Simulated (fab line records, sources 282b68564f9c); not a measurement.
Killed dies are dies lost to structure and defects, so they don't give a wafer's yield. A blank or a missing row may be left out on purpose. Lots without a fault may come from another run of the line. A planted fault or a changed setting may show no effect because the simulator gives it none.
Problem report in the 8D (eight disciplines) form, filled by code | flow rit_cmos | the parts of the form that need people (team, actions taken, sign-off) are left out

1. THE PROBLEM
NWELL_RS at RIT_WELLDRIVE_RS_MEAS_01 reads a mean of 284.9 ohm/sq on 9 wafers of 3 lots; wafers without a fault read 275.6 ohm/sq with a standard deviation of 0.83. That is +11 standard deviations from the usual mean.
The step: measures by four-point-probe.
First seen on wafer L245.3, day 3 16:11, on film_metro-03. The record holds 45 wafers of 15 lots with a number at this step. Rule for "out", or "out of limits": more than 4 standard deviations from the usual mean. The other wafers with a number count as sound.

2. WHAT IT IS AND WHAT IT IS NOT
question                    | is                           | is not
which readings at this step | NWELL_RS                     | -
which lots                  | L245, L247, L251             | L238, L240, L241, L242, L243, L244, L246, L257, L258, L259, L260, L261
which wafers of those lots  | all that have a number       | -
read on which gauges        | film_metro-01, film_metro-03 | film_metro-04
when                        | from day 3 16:11             | up to then (18 sound wafers); but 18 sound wafers of L246, L257, L258, L259, L260, L261 came after

3. SUSPECTS, AND WHAT RULES EACH OUT
Counting: a tool at a process step up to the reading stays a suspect if it ran every lot that is out and no sound lot after the first of them.
- the gauge at RIT_WELLDRIVE_RS_MEAS_01: ruled out. The wafers that are out were read on 2 gauges (film_metro-01, film_metro-03).
- furnace-01 at RIT_WELLDRIVE_ANNEAL_00 (time 14700 s): kept. It ran every lot that is out, first L245 (day 3 11:04), and no sound lot after that; its last sound lot up to then is L244 (day 3 05:59). Its own readings are out on those wafers: spike_tc_centre_C, spike_tc_source_C, tube_center_temp_C, tube_center_temp_C_max.
Left after counting: furnace-01 at RIT_WELLDRIVE_ANNEAL_00.

4. THE CAUSE (what the simulator had put in)
Process parameter drift: furnace-01, from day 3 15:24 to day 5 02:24, at RIT_WELLDRIVE_ANNEAL_00. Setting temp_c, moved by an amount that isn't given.
Counting left only this tool.

5. THE CHAIN OF EFFECTS, in route order
Each row: a reading whose mean over the struck wafers that have a number lies more than 3 standard deviations from the usual. Only readings for which the record gives a usual standard deviation are gone through. hours: the time from each lot's start at the first step in this table that gives one to its start at this step, as a median over the lots. sigmas: the change in usual standard deviations.
hours | step                     | reading                | usual        | on struck wafers | change | sigmas
0     | RIT_WELLDRIVE_ANNEAL_00  | spike_tc_centre_C      | 1101.9 C     | 1094.6           | -7.3   | -6.1
0     | RIT_WELLDRIVE_ANNEAL_00  | spike_tc_load_C        | 1126.7 C     | 1116.8           | -9.9   | -3.3
0     | RIT_WELLDRIVE_ANNEAL_00  | spike_tc_source_C      | 1127.3 C     | 1116.7           | -10.6  | -5.9
0     | RIT_WELLDRIVE_ANNEAL_00  | tube_center_temp_C     | 1100 C       | 1092             | -8     | -80
0     | RIT_WELLDRIVE_ANNEAL_00  | tube_center_temp_C_max | 1102.8       | 1094.7           | -8.1   | -18
5     | RIT_WELLDRIVE_RS_MEAS_01 | NWELL_RS               | 275.6 ohm/sq | 284.9            | +9.3   | +11
5     | RIT_WELLDRIVE_RS_MEAS_02 | PWELL_RS               | 429.4 ohm/sq | 438.9            | +9.5   | +7.9
The process steps in it:
- RIT_WELLDRIVE_ANNEAL_00: time 14700 s.
Later measuring or inspecting steps at which every struck wafer that the step has a row for has a number for every such reading, and none has moved that far: RIT_NRETRO_TW_MEAS_10, RIT_CONTACT_OVL_MEAS_09.

6. WHAT WOULD HAVE CAUGHT IT SOONER
In this record the first reading out of limits at a measuring or inspecting step was taken at day 3 16:11, 1 hour after the fault began at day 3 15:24.
The tool's own readings at RIT_WELLDRIVE_ANNEAL_00 were out on every struck wafer that the step has a row for (spike_tc_centre_C, spike_tc_source_C, tube_center_temp_C, tube_center_temp_C_max): an alarm limit on them would have fired on the first of those.
Of the lots that are out (3), L247, L251 began RIT_WELLDRIVE_ANNEAL_00 on furnace-01 after day 3 16:11. A hold on the tool at that time would have spared those 2.
